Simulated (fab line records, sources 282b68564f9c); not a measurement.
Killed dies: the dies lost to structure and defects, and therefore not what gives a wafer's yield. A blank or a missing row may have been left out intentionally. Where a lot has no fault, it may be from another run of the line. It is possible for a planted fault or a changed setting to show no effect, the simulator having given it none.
Which tool is to blame? ; flow rit_cmos ; 15 lots with 45 wafers sampled at 5 steps, on a route of 202 steps

## WHAT THE GAUGES SHOWED, per wafer
RIT_FOX1_THK_MEAS_01.
lot;measured;on;FOX1_OXIDE_THK (nm)
L631;day 2 03:44;film_metro-01;367 360 360
L632;day 2 07:58;film_metro-01;356 355 360
L634;day 2 17:57;film_metro-01;353 356 359
L635;day 3 00:20;film_metro-01;340 343 341
L636;day 3 03:59;film_metro-02;351 353 351
L637;day 3 08:58;film_metro-04;355 355 354
L638;day 3 13:59;film_metro-01;346 343 345
L639;day 3 18:51;film_metro-01;353 350 354
L641;day 4 04:52;film_metro-04;353 350 352
L644;day 4 19:53;film_metro-02;347 347 340
L646;day 5 05:52;film_metro-01;350 357 358
L648;day 5 15:55;film_metro-01;345 348 339
L649;day 5 22:20;film_metro-02;358 353 352
L650;day 6 02:42;film_metro-01;347 342 342
L652;day 6 11:53;film_metro-04;359 361 368

RIT_PWELL_TW_MEAS_10.
lot;measured;on;PWELL_TW
L631;day 2 09:25;film_metro-01;950 953 950
L632;day 2 13:51;film_metro-01;952 949 952
L634;day 2 23:26;film_metro-03;952 947 954
L635;day 3 06:11;film_metro-02;936 947 940
L636;day 3 09:50;film_metro-03;950 951 947
L637;day 3 14:44;film_metro-01;953 952 947
L638;day 3 19:42;film_metro-01;949 950 946
L639;day 4 00:28;film_metro-02;942 939 941
L641;day 4 11:19;film_metro-03;957 957 957
L644;day 5 01:48;film_metro-02;935 935 934
L646;day 5 11:45;film_metro-01;950 955 957
L648;day 5 21:23;film_metro-01;30 30 30
L649;day 6 03:53;film_metro-02;29 29 29
L650;day 6 08:22;film_metro-03;30 30 30
L652;day 6 17:34;film_metro-01;937 940 941

RIT_CONTACT_OVL_MEAS_09.
lot;measured;on;CONTACT_OVL (nm)
L631;day 3 14:01;overlay-01;0.8 -1.5 0.1
L632;day 3 18:56;overlay-02;-1.0 -0.6 0.3
L634;day 4 05:16;overlay-01;1.7 1.3 0.6
L635;day 4 10:08;overlay-02;0.7 1.3 1.5
L636;day 4 14:29;overlay-02;-0.7 0.1 -0.8
L637;day 4 19:21;overlay-01;0.4 -0.3 0.7
L638;day 5 01:22;overlay-02;1.5 2.1 1.9
L639;day 5 05:49;overlay-01;0.8 0.2 0.9
L641;day 5 16:53;overlay-01;-2.3 -3.4 -2.1
L644;day 6 09:34;overlay-02;-0.3 0.6 0.0
L646;day 6 17:31;overlay-02;1.7 0.7 -0.3
L652;day 7 21:56;overlay-01;-0.5 -1.5 -2.7

## EACH LOT AND THE TOOL THAT RAN IT (in order: tool; ch and the chambers of the sampled wafers; start)
lot;RIT_NWELL_STRIP_09;RIT_PSD_STRIP_09
L631;plasma_asher-04 ch 0,1, day 2 07:30;plasma_asher-04 ch 0,1, day 3 10:47
L632;plasma_asher-01 ch 1, day 2 11:50;plasma_asher-04 ch 0,1, day 3 15:56
L634;plasma_asher-04 ch 1, day 2 21:42;plasma_asher-03 ch 0, day 4 02:16
L635;plasma_asher-04 ch 0,1, day 3 04:13;plasma_asher-03 ch 1, day 4 07:07
L636;plasma_asher-03 ch 0,1, day 3 07:59;plasma_asher-03 ch 0,1, day 4 11:12
L637;plasma_asher-01 ch 0,1, day 3 12:43;plasma_asher-01 ch 0,1, day 4 16:25
L638;plasma_asher-04 ch 0,1, day 3 17:53;plasma_asher-03 ch 0,1, day 4 22:21
L639;plasma_asher-04 ch 0,1, day 3 22:37;plasma_asher-04 ch 0,1, day 5 02:50
L641;plasma_asher-04 ch 0,1, day 4 09:31;plasma_asher-01 ch 0,1, day 5 14:04
L644;plasma_asher-03 ch 0,1, day 4 23:51;plasma_asher-01 ch 0,1, day 6 06:40
L646;plasma_asher-04 ch 0,1, day 5 09:53;plasma_asher-03 ch 0, day 6 14:39
L648;plasma_asher-01 ch 0,1, day 5 19:39;-
L649;plasma_asher-01 ch 0,1, day 6 02:11;-
L650;plasma_asher-04 ch 1, day 6 06:37;-
L652;plasma_asher-03 ch 0,1, day 6 15:43;plasma_asher-04 ch 0,1, day 7 19:02
- RIT_NWELL_STRIP_09: strips in O2, time 180 s.
- RIT_PSD_STRIP_09: strips in O2, time 180 s.

## AS READ BY THE TOOLS THEMSELVES (means over the sampled wafers that have a number; for cases with no such wafer, the mark the record gives instead)
RIT_NWELL_STRIP_09.
lot;tool;chamber_pressure_mTorr (mTorr);drypump_motor_current_A (A)
L631;plasma_asher-04;4002;5.4
L632;plasma_asher-01;3998;6.3
L634;plasma_asher-04;3998;4.9
L635;plasma_asher-04;4001;5.4
L636;plasma_asher-03;4005;5.9
L637;plasma_asher-01;4001;6.1
L638;plasma_asher-04;4000;5.4
L639;plasma_asher-04;4001;5.2
L641;plasma_asher-04;4000;5.2
L644;plasma_asher-03;4001;5.9
L646;plasma_asher-04;3998;5.4
L648;plasma_asher-01;-;-
L649;plasma_asher-01;-;-
L650;plasma_asher-04;-;-
L652;plasma_asher-03;4001;5.7

RIT_PSD_STRIP_09.
lot;tool;chamber_pressure_mTorr (mTorr);drypump_motor_current_A (A)
L631;plasma_asher-04;4003;5.2
L632;plasma_asher-04;4000;5.5
L634;plasma_asher-03;4002;6.1
L635;plasma_asher-03;3999;5.5
L636;plasma_asher-03;4001;5.7
L637;plasma_asher-01;4001;5.8
L638;plasma_asher-03;4000;5.9
L639;plasma_asher-04;4002;5.5
L641;plasma_asher-01;4003;5.8
L644;plasma_asher-01;4001;5.8
L646;plasma_asher-03;3998;6.1
L652;plasma_asher-04;4001;5.2

## THE ANSWER, worked out from the rows above alone
Rule: the usual values come from the lots themselves. The widest of any qualifying gaps counts: lots, ordered by their means at a reading, are off when they make up no more than a third of the lots, leave a main group of 4 or more, and stand apart from it by 3 or more times the standard deviation of that group's means. Not used: any main group whose means are identical at the precision the tables above print for the reading. A lot without any number at a reading at which 4 lots or more have one is off too. Where the step has rows for the other lots, those lots are counted as sound. The gauges are gone through in route order, then the tools' own readings, and for those a lot's mean is taken as printed above. At the first step where some lot is off, the reading lying furthest off is the one used; lots without a number count as furthest.
Off: at RIT_PWELL_TW_MEAS_10 (PWELL_TW), L648, L649, L650. Main group: mean 947, sd 6.5.
A tool fits if, at a process step before that reading, it ran every lot that is off, and no sound lot after the first of them. The gauges at RIT_PWELL_TW_MEAS_10 aren't tried: what is off there is off at RIT_NWELL_STRIP_09 too, on other tools, and a gauge's error can't cause that. None of those tried fits.

## WHAT WAS PUT IN BY THE SIMULATOR
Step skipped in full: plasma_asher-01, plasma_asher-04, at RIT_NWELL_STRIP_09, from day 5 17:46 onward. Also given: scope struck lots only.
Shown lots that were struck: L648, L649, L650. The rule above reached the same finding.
